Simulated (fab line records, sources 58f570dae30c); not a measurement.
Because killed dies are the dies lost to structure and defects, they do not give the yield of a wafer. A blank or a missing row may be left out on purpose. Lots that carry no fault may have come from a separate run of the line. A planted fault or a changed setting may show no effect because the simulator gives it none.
What tool caused it? | flow berkeley_cmos170 | 13 lots with 39 wafers sampled at 5 steps, on a route of 331 steps

WHAT THE GAUGES READ, wafer by wafer
UCB170_ACTIVE_OVL_MEAS_14. Usual: ACTIVE_OVL 1 nm, standard deviation 5.1.
lot  | measured    | on         | ACTIVE_OVL (nm) | flag
L122 | day 4 15:02 | overlay-01 | 7 4 4           |
L123 | day 4 15:11 | overlay-02 | 9 2 3           |
L127 | day 4 22:42 | overlay-02 | -4 0 5          |
L125 | day 4 23:15 | overlay-01 | -1 -1 2         |
L128 | day 5 07:58 | overlay-01 | -218 -216 -216  | OFF
L130 | day 5 22:56 | overlay-02 | -211 -216 -213  | OFF
L131 | day 6 06:17 | overlay-01 | -220 -217 -229  | OFF
L135 | day 6 23:43 | overlay-01 | -1 -7 -2        |
L138 | day 7 13:59 | overlay-01 | 5 0 -3          |
L141 | day 8 01:22 | overlay-02 | 2 -3 -1         |
L142 | day 8 16:25 | overlay-01 | -2 6 2          |
L143 | day 8 22:13 | overlay-01 | 3 10 2          |
L144 | day 9 00:43 | overlay-02 | -1 -2 6         |

UCB170_V1_OVL_MEAS_13. Usual: V1_OVL 3 nm, standard deviation 5.6.
lot  | measured     | on         | V1_OVL (nm) | flag
L122 | day 7 17:43  | overlay-02 | -4 -1 0     |
L123 | day 7 17:51  | overlay-01 | 2 -10 -1    |
L127 | day 8 02:41  | overlay-01 | -3 3 -4     |
L125 | day 8 03:37  | overlay-01 | -7 2 -1     |
L128 | day 8 15:14  | overlay-01 | 0 6 -1      |
L130 | day 9 04:46  | overlay-02 | 4 7 2       |
L131 | day 9 12:41  | overlay-01 | 8 6 10      |
L135 | day 10 12:15 | overlay-02 | 3 3 7       |
L138 | day 10 18:10 | overlay-02 | 0 6 1       |
L141 | day 10 23:13 | overlay-02 | 4 -6 6      |
L142 | day 11 19:44 | overlay-02 | 6 4 17      |
L143 | day 12 03:58 | overlay-02 | 9 2 -3      |
L144 | day 12 03:24 | overlay-02 | 8 5 12      |

UCB170_M2_OVL_MEAS_16. Usual: M2_OVL -1 nm, standard deviation 5.2.
lot  | measured     | on         | M2_OVL (nm) | flag
L122 | day 7 20:47  | overlay-01 | -7 -1 -10   |
L123 | day 7 20:37  | overlay-01 | 0 -5 -3     |
L127 | day 8 05:15  | overlay-02 | 5 1 1       |
L125 | day 8 06:16  | overlay-01 | 5 0 -8      |
L128 | day 8 20:28  | overlay-01 | 7 0 -10     |
L130 | day 9 08:32  | overlay-01 | 7 -2 1      |
L131 | day 9 15:51  | overlay-02 | -3 8 -3     |
L135 | day 10 14:59 | overlay-01 | 4 1 6       |
L138 | day 10 21:38 | overlay-02 | -1 4 -3     |
L141 | day 11 01:59 | overlay-01 | -2 -10 -4   |
L142 | day 11 22:19 | overlay-02 | -4 -4 8     |
L143 | day 12 07:07 | overlay-01 | 2 6 -2      |
L144 | day 12 06:11 | overlay-01 | 6 -5 0      |

UCB170_M3_CD_MEAS_15 targets a cd of 700 nm. Usual: cd_nm 700.3 nm, standard deviation 1.5.
lot  | measured     | on        | cd_nm (nm)        | flag
L122 | day 8 02:05  | cd_sem-02 | 699.3 698.7 699.3 |
L123 | day 8 01:47  | cd_sem-02 | 698.5 698.7 699.0 |
L127 | day 8 10:14  | cd_sem-02 | 703.1 702.3 702.9 |
L125 | day 8 12:02  | cd_sem-02 | 699.1 699.5 700.4 |
L128 | day 9 01:42  | cd_sem-01 | 701.9 701.8 701.2 |
L130 | day 9 13:53  | cd_sem-01 | 698.2 700.2 698.1 |
L131 | day 9 20:51  | cd_sem-01 | 698.1 699.2 698.1 |
L135 | day 10 20:42 | cd_sem-02 | 699.8 700.5 700.6 |
L138 | day 11 02:30 | cd_sem-01 | 701.2 702.2 700.5 |
L141 | day 11 07:56 | cd_sem-02 | 703.0 701.5 702.6 |
L142 | day 12 03:44 | cd_sem-02 | 698.7 698.7 699.6 |
L143 | day 12 12:50 | cd_sem-01 | 698.7 699.5 699.2 |
L144 | day 12 11:55 | cd_sem-02 | 701.9 702.4 700.1 |

EACH LOT AND THE TOOL THAT RAN IT (in order: tool; ch and the chambers of the sampled wafers; start)
lot  | UCB170_ACTIVE_EXPOSE_10
L122 | krf_scanner-01 ch 0, day 4 14:09
L123 | krf_scanner-02 ch 0, day 4 14:27
L127 | krf_scanner-01 ch 0, day 4 21:23
L125 | krf_scanner-02 ch 0, day 4 22:05
L128 | krf_scanner-02 ch 0, day 5 07:26
L130 | krf_scanner-02 ch 0, day 5 22:05
L131 | krf_scanner-02 ch 0, day 6 05:35
L135 | krf_scanner-01 ch 0, day 6 23:13
L138 | krf_scanner-01 ch 0, day 7 13:29
L141 | krf_scanner-01 ch 0, day 8 00:54
L142 | krf_scanner-01 ch 0, day 8 15:53
L143 | krf_scanner-01 ch 0, day 8 21:44
L144 | krf_scanner-01 ch 0, day 8 23:58
- UCB170_ACTIVE_EXPOSE_10: exposes mask ACTIVE, target cd 1200 nm.

AS READ BY THE TOOLS THEMSELVES (means over the sampled wafers that have a number; for cases with no such wafer, the mark the record gives instead)
UCB170_ACTIVE_EXPOSE_10. Usual: focus_offset_nm -0.1 nm, standard deviation 0.59.
lot  | tool           | focus_offset_nm (nm) | flag
L122 | krf_scanner-01 | 0.0                  |
L123 | krf_scanner-02 | -0.3                 |
L127 | krf_scanner-01 | 0.2                  |
L125 | krf_scanner-02 | 0.2                  |
L128 | krf_scanner-02 | -0.9                 |
L130 | krf_scanner-02 | 0.3                  |
L131 | krf_scanner-02 | 0.7                  |
L135 | krf_scanner-01 | -0.7                 |
L138 | krf_scanner-01 | -0.4                 |
L141 | krf_scanner-01 | -0.1                 |
L142 | krf_scanner-01 | -0.2                 |
L143 | krf_scanner-01 | -1.1                 |
L144 | krf_scanner-01 | -0.7                 |

THE ANSWER, worked out from the rows above alone
Rule: a lot is off if the mean of its wafers that have a number lies more than 3 standard deviations from the usual mean. Also off: a lot with no number at a reading for which 4 or more lots have one. Any other lot the step has rows for is counted as sound. First the gauges in route order, then the tools' own readings, where a lot's mean is used as printed above. At the first step where some lot is off, the reading lying furthest off is the one used; lots without a number count as furthest.
Off: at UCB170_ACTIVE_OVL_MEAS_14 (ACTIVE_OVL), L128, L130, L131.
If a tool, at a process step before that reading, ran all the lots that are off and no sound lot after the first of them, it fits. Those tools and the gauges at UCB170_ACTIVE_OVL_MEAS_14 are tried in the same way. One fits: krf_scanner-02 at UCB170_ACTIVE_EXPOSE_10. Its last sound lot is L125 (day 4 22:05), its first lot that is off L128 (day 5 07:26): a fault that began between those two fits.

WHAT HAD BEEN PUT IN BY THE SIMULATOR
Scanner matching overlay: krf_scanner-02, from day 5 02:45 on, at UCB170_ACTIVE_EXPOSE_10. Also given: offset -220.
Lots struck among those shown: L128, L130, L131. Same finding as the rule above.
